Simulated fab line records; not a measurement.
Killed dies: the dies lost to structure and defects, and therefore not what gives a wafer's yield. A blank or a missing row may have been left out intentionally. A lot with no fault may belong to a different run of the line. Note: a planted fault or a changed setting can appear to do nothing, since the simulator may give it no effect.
A struck lot beside a sound one	flow berkeleyCmos170	14 steps out of a route of 331
Sound: the wafers L390.2, L390.3, L390.5. The struck wafers were L384.1, L384.4, L384.5. Last of all comes the cause.
Order at every step that has rows: each side's tool, ch and its chambers, its first start. Under that, the readings that differ: sound wafers	struck wafers	difference of the means	sigmas: that difference in standard deviations of wafers without a fault.
alike: readings whose means differ by less than 2 such deviations, and words and numbers that are the same on both sides. not compared: withheld readings, readings that some wafer has no value for, bounds like >300 that may hide the same value, and numbers for which the record gives no deviation and whose values overlap.
The two part at a step that has a row with sigmas, a row that says differs or no value, or rows on one side only. Non-overlapping numbers with no deviation appear without sigmas and do not part them. A reading that every wafer of one side lacks parts them only if that side has two wafers or more.

UCB170_M2_STRIP_19: strips in O2.
  sound on plasmaAsher-02 ch 0,1, day 13 08:31; struck on plasmaAsher-01 ch 0,1, day 12 17:34
reading	sound	struck	difference	sigmas
oesProductAu (a.u.)	0.551 0.563 0.556	0.520 0.520 0.521	-0.036	-2
  alike: drypumpMotorCurrentA
  not compared: rfHoursCounterH
UCB170_M2_CD_MEAS_90 targets a cd of 700 nm.
  sound: cdSem-01 at day 13 08:43; struck: cdSem-01 at day 12 17:40
  alike: cdNm
UCB170_V2_CVD_00: deposits SiO2 from TEOS/O2, target thk 2000 nm, time 250 s.
  sound on pecvd-02 ch 0,1, day 13 08:49; struck on pecvd-03 ch 0,1,2, day 12 17:47
  alike: heaterPowerW
  not compared: sinceWetCleanH
UCB170_V2_THK_MEAS_01:
  sound: filmMetro-03 at day 13 08:59; struck: filmMetro-01 at day 12 17:56
  alike: V2_TEOS_THK
UCB170_V2_CMP_02: polishes SiO2.
  sound on cmp-02 ch 0,1, day 13 09:02; struck on cmp-02 ch 1,3, day 12 18:00
  alike: motorCurrentA, platenRpm
UCB170_V2_BOW_MEAS_03:
  sound: filmMetro-03 at day 13 09:21; struck: filmMetro-03 at day 12 18:18
  alike: V2_BOW
UCB170_V2_THK_MEAS_04:
  sound: filmMetro-03 at day 13 09:28; struck: filmMetro-03 at day 12 18:25
  alike: V2_POLISHED_THK
then, 5 steps without rows for these wafers: UCB170_V2_CLEAN_05 (cleans in DIW); UCB170_V2_HMDS_06 (prime time 60 s); UCB170_V2_COAT_07 (resist thk 900 nm); UCB170_V2_SOFTBAKE_08 (time 60 s); UCB170_V2_EXPOSE_09 (exposes mask VIA2, target cd 700 nm).
UCB170_V2_PEB_10:
  sound on lithoTrack-03 ch 0, day 13 10:57; struck on lithoTrack-04, day 12 20:36
  no value came back on the struck wafers for chillPlateTempC (C), exhaustPa (Pa), plateTempC (C); on the sound wafers chillPlateTempC (C) reads 23.18 23.08 23.05
then, 1 step without rows for these wafers: UCB170_V2_DEVELOP_11 (develop time 45 s).

WHERE THEY PART
Earliest at UCB170_M2_STRIP_19; latest, in this record, at UCB170_V2_PEB_10.

WHY: what the simulator had put in
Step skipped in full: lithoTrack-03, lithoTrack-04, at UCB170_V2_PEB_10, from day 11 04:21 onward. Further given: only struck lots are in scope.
